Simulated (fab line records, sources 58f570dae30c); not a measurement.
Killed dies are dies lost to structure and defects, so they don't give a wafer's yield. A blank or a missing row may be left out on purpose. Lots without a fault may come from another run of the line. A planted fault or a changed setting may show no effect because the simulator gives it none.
Split-lot experiment | flow berkeley_cmos170 | 5 lots, 23 wafers read, on a route of 331 steps

THE SPLIT
At UCB170_NWELL_COAT_07 (resist thk 900 nm), the setting spin_rpm was moved away from the recipe's 1500 rpm on 11 of the 23 wafers read, by -4.1% to +6.1%. The other wafers ran this setting at the recipe's value.

The reading is taken at the split's own step.

THE READING
KrF_of_NWELL_COAT_07.thk_nm (the simulator's own value, which no gauge read), in nm, at UCB170_NWELL_COAT_07 (resist thk 900 nm). The file gives no usual value for it. The 12 wafers here that ran the recipe average 901.8 nm, standard deviation 1.9 nm.

wafer  | tool, chamber at the split | spin_rpm as run, rpm | against the recipe | KrF_of_NWELL_COAT_07.thk_nm, nm | against lot-mates on the recipe
L074.1 | litho_track-01, 0          | 1500                 | recipe             | 904.9                           | -
L074.2 | litho_track-01, 0          | 1588                 | +5.9%              | 881.6                           | -23.6
L074.3 | litho_track-01, 0          | 1588                 | +5.9%              | 881.8                           | -23.5
L074.4 | litho_track-01, 0          | 1500                 | recipe             | 905.6                           | -
L074.6 | litho_track-01, 0          | 1588                 | +5.9%              | 881.2                           | -24.0
L076.1 | litho_track-01, 0          | 1588                 | +5.9%              | 877.1                           | -24.6
L076.2 | litho_track-01, 0          | 1500                 | recipe             | 901.8                           | -
L076.3 | litho_track-01, 0          | 1500                 | recipe             | 901.3                           | -
L076.4 | litho_track-01, 0          | 1500                 | recipe             | 902                             | -
L076.6 | litho_track-01, 0          | 1588                 | +5.9%              | 874.2                           | -27.5
L080.1 | litho_track-03, 0          | 1438                 | -4.1%              | 918.5                           | +18.9
L080.3 | litho_track-03, 0          | 1500                 | recipe             | 901                             | -
L080.4 | litho_track-03, 0          | 1500                 | recipe             | 898.2                           | -
L080.5 | litho_track-03, 0          | 1438                 | -4.1%              | 917.4                           | +17.8
L080.6 | litho_track-03, 0          | 1438                 | -4.1%              | 920.8                           | +21.2
L079.1 | litho_track-03, 0          | 1500                 | recipe             | 900.4                           | -
L079.3 | litho_track-03, 0          | 1592                 | +6.1%              | 874.4                           | -25.9
L079.6 | litho_track-03, 0          | 1592                 | +6.1%              | 874.4                           | -25.9
L079.4 | litho_track-03, 0          | 1592                 | +6.1%              | 872.5                           | -27.8
L079.5 | litho_track-03, 0          | 1500                 | recipe             | 900.2                           | -
L082.1 | litho_track-02, 0          | 1500                 | recipe             | 901.4                           | -
L082.3 | litho_track-02, 0          | 1500                 | recipe             | 902.6                           | -
L082.4 | litho_track-02, 0          | 1500                 | recipe             | 901.9                           | -

THE FIT
A straight line over all 23 wafers: KrF_of_NWELL_COAT_07.thk_nm changes by -4.14 nm for each +1% of spin_rpm; r = -0.99; the points scatter about the line by 2.5 nm.
The same after taking each lot's own level away (the mean of its wafers on the recipe; 23 wafers): -4.36 nm for each +1%; r = -1.00; scatter 1.2 nm.
On that fit, the largest move of spin_rpm shifts the reading by 27 nm.
The lots' own levels span 899.60 to 905.25 nm, that is 3.0 times the standard deviation above.
So the lot-to-lot level changes the slope little: the two slopes agree.
Check: with one of the wafers moved furthest among these (+6.1%) left out of the fit, the line predicts -26.4 nm for it against its lot-mates. It came out at -25.9 nm against them.

OTHER SPLITS ON THESE WAFERS
These wafers also went through other splits before the reading. Each is held against what the fit with the lots' levels taken away leaves over:
other split on the same wafers   | wafers away from the commonest value | r with KrF_of_NWELL_COAT_07.thk_nm (lot level and that fit taken away)
UCB170_START_OXIDATION_02 temp_c | 10                                   | +0.38

THE WHOLE CHAIN: every reading that the file lists as answering this split, in the file's order
step                  | what it does                                                                 | reading                                                                      | change (the file's fit)                                                           | r (the file's)
UCB170_NWELL_COAT_07  | resist thk 900 nm                                                            | KrF_of_NWELL_COAT_07.thk_nm (the simulator's own value, which no gauge read) | -4.33 nm for each +1% of the setting                                              | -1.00
UCB170_NWELL_ETCH_13  | etches Si3N4 in CH3F/Ar/O2, stops on SiO2, target depth 246.4 nm, time 154 s | KrF_of_NWELL_COAT_07.thk_nm (the simulator's own value, which no gauge read) | -4.17 nm for each +1% of the setting, in a fit together with time_s@NWELL_ETCH_13 | 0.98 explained
UCB170_NWELL_STRIP_15 | strips in O2                                                                 | strip_time_to_endpoint_s                                                     | withheld for each +1% of the setting, in a fit together with time_s@NWELL_ETCH_13 | 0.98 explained

THE FILE'S OWN FIT
KrF_of_NWELL_COAT_07.thk_nm changes by -4.33 nm for each +1% of spin_rpm, r = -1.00.
